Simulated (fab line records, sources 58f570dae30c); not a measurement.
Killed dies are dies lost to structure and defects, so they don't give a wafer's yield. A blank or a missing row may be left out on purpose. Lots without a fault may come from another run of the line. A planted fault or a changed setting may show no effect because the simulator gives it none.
A struck lot beside a sound one | flow berkeley_cmos170 | 23 steps out of a route of 331
Sound: wafers L228.2, L228.5, L228.6. Struck: wafers L230.1, L230.3, L230.4. The cause comes at the end.
At each step with rows: each side's tool, then ch and its chambers, then its first start. Under that, the readings that differ: sound wafers | struck wafers | difference of the means | sigmas: that difference in standard deviations of wafers without a fault.
alike: readings whose means differ by less than 2 such deviations, and words and numbers that are the same on both sides. not compared: withheld readings, readings that some wafer has no value for, bounds like >300 that may hide the same value, and numbers for which the record gives no deviation and whose values overlap.
The two part at a step that has a row with sigmas, a row that says differs or no value, or rows on one side only. Numbers that don't overlap but have no deviation are shown without sigmas and don't part them. A reading that every wafer of one side lacks parts them only if that side has two wafers or more.

UCB170_NLDD_CD_MEAS_06: target cd 1200 nm.
  sound on cd_sem-01, day 9 13:07; struck on cd_sem-02, day 10 11:08
  alike: cd_nm
UCB170_NLDD_OVL_MEAS_07:
  sound on overlay-02, day 9 13:13; struck on overlay-02, day 10 11:17
  alike: NLDD_OVL
then, 2 steps without rows for these wafers: UCB170_NLDD_IMPLANT_08; UCB170_NLDD_IMPLANT_09.
UCB170_NLDD_STRIP_10: strips in O2.
  sound on plasma_asher-04 ch 0,1, day 9 13:32; struck on plasma_asher-03 ch 0,1, day 10 11:37
  alike: drypump_motor_current_A, oes_product_au, strip_time_to_endpoint_s
  not compared: rf_hours_counter_h
UCB170_NLDD_TW_MEAS_11:
  sound on film_metro-02, day 9 13:39; struck on film_metro-04, day 10 11:43
  alike: NLDD_TW
then, 1 step without rows for these wafers: UCB170_NLDD_CLEAN_12 (cleans in SPM, time 600 s).
UCB170_SPACER_CVD_00: deposits SiO2 from TEOS/O2, target thk 376 nm, time 47 s.
  sound on pecvd-04 ch 0,1, day 9 13:53; struck on pecvd-02 ch 0,1, day 10 12:16
  alike: heater_power_w, pressure_mtorr, susceptor_temp_C
UCB170_SPACER_THK_MEAS_01:
  sound on film_metro-03, day 9 13:56; struck on film_metro-04, day 10 12:19
  alike: SPACER_TEOS_THK
then, 1 step without rows for these wafers: UCB170_SPACER_ANNEAL_02 (time 1800 s).
UCB170_SPACER_ETCHBACK_03: etches SiO2 in CHF3/CF4/Ar, stops on Si, target depth 376 nm, time 100 s.
  sound on rie_diel-03 ch 0,1,3, day 9 19:52; struck on rie_diel-03 ch 0,1,3, day 10 15:52
  alike: CHF3_flow_sccm, drypump_motor_current_A, oes_product_au, throttle_valve_pct
  not compared: rf_hours_counter_h
then, 1 step without rows for these wafers: UCB170_PSD_HMDS_00 (prime time 60 s).
UCB170_PSD_COAT_01: resist thk 900 nm.
  sound on litho_track-02 ch 0, day 9 20:07; struck on litho_track-04 ch 0, day 10 16:05
  reading                              | sound                | struck               | difference | sigmas
  spin_speed_rpm (rpm)                 | 1500.7 1500.4 1499.9 | 1471.6 1472.7 1471.6 | -28.4      | -35
  model.KrF_of_PSD_COAT_01.thk_nm (nm) | 897.8 898.3 896.4    | 905.1 903.6 905.4    | +7.2       |
  alike: exhaust_pa
then, 3 steps without rows for these wafers: UCB170_PSD_SOFTBAKE_02 (time 60 s); UCB170_PSD_EXPOSE_03 (exposes mask PSELECT MOD, target cd 1200 nm); UCB170_PSD_PEB_04.
UCB170_PSD_DEVELOP_05: develop time 45 s.
  sound on litho_track-01 ch 0; struck on litho_track-01 ch 0
  reading                              | sound             | struck            | difference | sigmas
  model.KrF_of_PSD_COAT_01.thk_nm (nm) | 883.6 884.1 882.2 | 890.9 889.4 891.2 | +7.2       |
  alike: exhaust_pa
UCB170_PSD_CD_MEAS_06: target cd 1200 nm.
  sound on cd_sem-02, day 9 21:15; struck on cd_sem-02, day 10 16:47
  alike: cd_nm
UCB170_PSD_OVL_MEAS_07:
  sound on overlay-02, day 9 21:22; struck on overlay-01, day 10 16:55
  reading      | sound    | struck    | difference | sigmas
  PSD_OVL (nm) | 11 -3 -1 | -12 -8 -8 | -12        | -2
then, 1 step without rows for these wafers: UCB170_PSD_IMPLANT_08.
UCB170_PSD_STRIP_09: strips in O2.
  sound on plasma_asher-01 ch 0,1, day 9 21:32; struck on plasma_asher-04 ch 0,1, day 10 17:05
  reading                      | sound             | struck            | difference | sigmas
  strip_time_to_endpoint_s (s) | 29.27 29.33 29.24 | 29.53 29.45 29.55 | +0.23      | +3
  alike: drypump_motor_current_A, oes_product_au
  not compared: rf_hours_counter_h
UCB170_PSD_TW_MEAS_10:
  sound on film_metro-01, day 9 21:39; struck on film_metro-02, day 10 17:11
  alike: PSD_TW
UCB170_M3_PROBE_99:
  the record has rows for the sound wafers here (prober-02, day 11 07:14) and none for the struck ones

WHERE THEY PART
First at UCB170_PSD_COAT_01; last, within this record, at UCB170_M3_PROBE_99.

WHY: what the simulator had put in
Process parameter drift: litho_track-04, from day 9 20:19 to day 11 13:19, at UCB170_PSD_COAT_01. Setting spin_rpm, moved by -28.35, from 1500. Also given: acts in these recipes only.
